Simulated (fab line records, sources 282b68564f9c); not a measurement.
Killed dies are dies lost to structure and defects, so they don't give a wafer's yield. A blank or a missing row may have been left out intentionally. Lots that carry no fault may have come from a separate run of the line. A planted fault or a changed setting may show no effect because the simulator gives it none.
Problem report in the 8D (eight disciplines) form, filled by code	flow ritCmos	the parts of the form that need people (team, actions taken, sign-off) are left out

== 1. WHAT WENT WRONG ==
On 3 wafers of 1 lot, runLengthS at RIT_CONTACT_ETCH_11 has a mean of 476.5 s; fault-free wafers read 348.4 s, standard deviation 0.34. So: +99 or more standard deviations from the usual mean.
The step: etches SiO2 in CHF3/CF4/Ar, stops on TiSi2, target depth 480 nm, time 320 s.
The first sign was on wafer L327.2 at day 5 23:55, on rieDiel-01. The record holds 39 wafers of 13 lots with a number at this step. Rule for "out", or "out of limits": more than 4 standard deviations from the usual mean. All remaining wafers that have a number are taken as sound.

== 2. WHAT IT IS AND WHAT IT IS NOT ==
question	is	is not
which readings at this step	runLengthS	cf4FlowSccm, drypumpMotorCurrentA, oesProductAu, throttleValvePct
which lots	L327	L314, L315, L316, L317, L319, L320, L322, L330, L332, L333, L334, L336
which wafers of those lots	all that have a number	-
read on which tools	rieDiel-01	rieDiel-03, rieDiel-04
when	from day 5 23:55	up to then (21 sound wafers); but 15 sound wafers of L330, L332, L333, L334, L336 came after

== 3. WHAT RULES OUT EACH SUSPECT ==
Counting: a tool at any process step up to the reading remains a suspect when it ran all the lots that are out and ran no sound lot after the first of those.
- rieDiel-01 at RIT_CONTACT_ETCH_11 (etches SiO2 in CHF3/CF4/Ar, stops on TiSi2, target depth 480 nm, time 320 s): kept. It ran the lot that is out, L327 (day 5 23:55), and no sound lot after that; its last sound lot up to then is L320 (day 4 12:06). On those wafers its own readings are out: runLengthS.
The count leaves rieDiel-01 at RIT_CONTACT_ETCH_11.

== 4. THE CAUSE (what the simulator had put in) ==
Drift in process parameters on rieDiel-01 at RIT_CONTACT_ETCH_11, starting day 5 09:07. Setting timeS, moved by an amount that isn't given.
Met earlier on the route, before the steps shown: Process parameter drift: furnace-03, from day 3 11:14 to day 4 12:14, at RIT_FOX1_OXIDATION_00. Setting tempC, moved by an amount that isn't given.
The count eliminated every tool but this one.

== 5. THE CHAIN OF EFFECTS, in route order ==
Rows list readings where the struck wafers' mean (over those with a number) sits beyond 3 standard deviations from the usual. Readings are gone through only where the record gives a usual standard deviation; hours: the median, over the lots, of the time from a lot's start at the first step in this table giving one to that lot's start at this step; sigmas: the change measured in usual standard deviations.
hours	step	reading	usual	on struck wafers	change	sigmas
0	RIT_CONTACT_ETCH_11	runLengthS	348.4 s	476.5	+128.1	+99 or more
It contains these process steps:
- RIT_CONTACT_ETCH_11: etches SiO2 in CHF3/CF4/Ar, stops on TiSi2, target depth 480 nm, time 320 s.

== 6. HOW IT WOULD HAVE BEEN CAUGHT EARLIER ==
In this record no reading fell out of limits until day 5 23:55, 15 hours after the fault had begun at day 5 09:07.
